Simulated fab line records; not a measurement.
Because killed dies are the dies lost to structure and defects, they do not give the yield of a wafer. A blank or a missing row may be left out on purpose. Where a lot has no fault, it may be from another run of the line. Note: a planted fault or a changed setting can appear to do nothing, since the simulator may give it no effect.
What tool caused it? || flow rit_cmos || Sampling: 7 lots, 21 wafers, 2 of 202 route steps

== WHAT THE GAUGES SHOWED, per wafer ==
RIT_ACTIVE_THK_MEAS_02.
{"lot": "L727", "measured": "day 1 18:38", "on": "film_metro-01", "ACTIVE_OXIDE_THK (nm)": "45.6 46.1 46.7"}
{"lot": "L729", "measured": "day 2 03:05", "on": "film_metro-03", "ACTIVE_OXIDE_THK (nm)": "46.3 46.6 46.5"}
{"lot": "L733", "measured": "day 3 01:25", "on": "film_metro-03", "ACTIVE_OXIDE_THK (nm)": "46.8 46.8 47.0"}
{"lot": "L738", "measured": "day 4 00:55", "on": "film_metro-01", "ACTIVE_OXIDE_THK (nm)": "44.5 42.8 40.7"}
{"lot": "L742", "measured": "day 4 20:37", "on": "film_metro-03", "ACTIVE_OXIDE_THK (nm)": "45.0 45.3 45.2"}
{"lot": "L746", "measured": "day 5 16:39", "on": "film_metro-02", "ACTIVE_OXIDE_THK (nm)": "47.5 47.1 47.6"}
{"lot": "L749", "measured": "day 6 07:30", "on": "film_metro-03", "ACTIVE_OXIDE_THK (nm)": "47.5 47.9 47.6"}

== WHAT TOOL EACH LOT RAN ON (gives the tool, then ch and the chambers of the sampled wafers, and finally the start) ==
{"lot": "L727", "RIT_ACTIVE_OXIDATION_01": "furnace-04 ch 0, day 1 16:42"}
{"lot": "L729", "RIT_ACTIVE_OXIDATION_01": "furnace-01 ch 0, day 2 01:10"}
{"lot": "L733", "RIT_ACTIVE_OXIDATION_01": "furnace-01 ch 0, day 2 23:28"}
{"lot": "L738", "RIT_ACTIVE_OXIDATION_01": "furnace-04 ch 0, day 3 22:58"}
{"lot": "L742", "RIT_ACTIVE_OXIDATION_01": "furnace-03 ch 0, day 4 18:41"}
{"lot": "L746", "RIT_ACTIVE_OXIDATION_01": "furnace-03 ch 0, day 5 14:42"}
{"lot": "L749", "RIT_ACTIVE_OXIDATION_01": "furnace-03 ch 0, day 6 05:34"}
- RIT_ACTIVE_OXIDATION_01: target thk 46.8 nm, ox time 3360 s.

== THE ANSWER, worked out from the rows above alone ==
Rule: usual is defined by the lots themselves. Put in order of their means at a reading, lots are off if they are a third of the lots or fewer, leave a main group of 4 or more, and stand apart from it by a gap of 3 or more times the standard deviation of the main group's means; of several such gaps the widest counts. If all means in a main group match to the digits the tables above print for the reading, that group is not used. Also off: a lot with no number at a reading for which 4 or more lots have one. All remaining lots with rows at the step are treated as sound.
Off: L738, at RIT_ACTIVE_THK_MEAS_02 (ACTIVE_OXIDE_THK). The main group has a mean of 46.6 nm with a standard deviation of 0.83.
If a tool, at a process step before that reading, ran all the lots that are off and no sound lot after the first of them, it fits. Gauges at RIT_ACTIVE_THK_MEAS_02: tried the same way as those tools. 2 tools fit, furnace-04 at RIT_ACTIVE_OXIDATION_01 and film_metro-01 at RIT_ACTIVE_THK_MEAS_02, so this cannot tell which one it is.

== WHAT HAD BEEN PUT IN BY THE SIMULATOR ==
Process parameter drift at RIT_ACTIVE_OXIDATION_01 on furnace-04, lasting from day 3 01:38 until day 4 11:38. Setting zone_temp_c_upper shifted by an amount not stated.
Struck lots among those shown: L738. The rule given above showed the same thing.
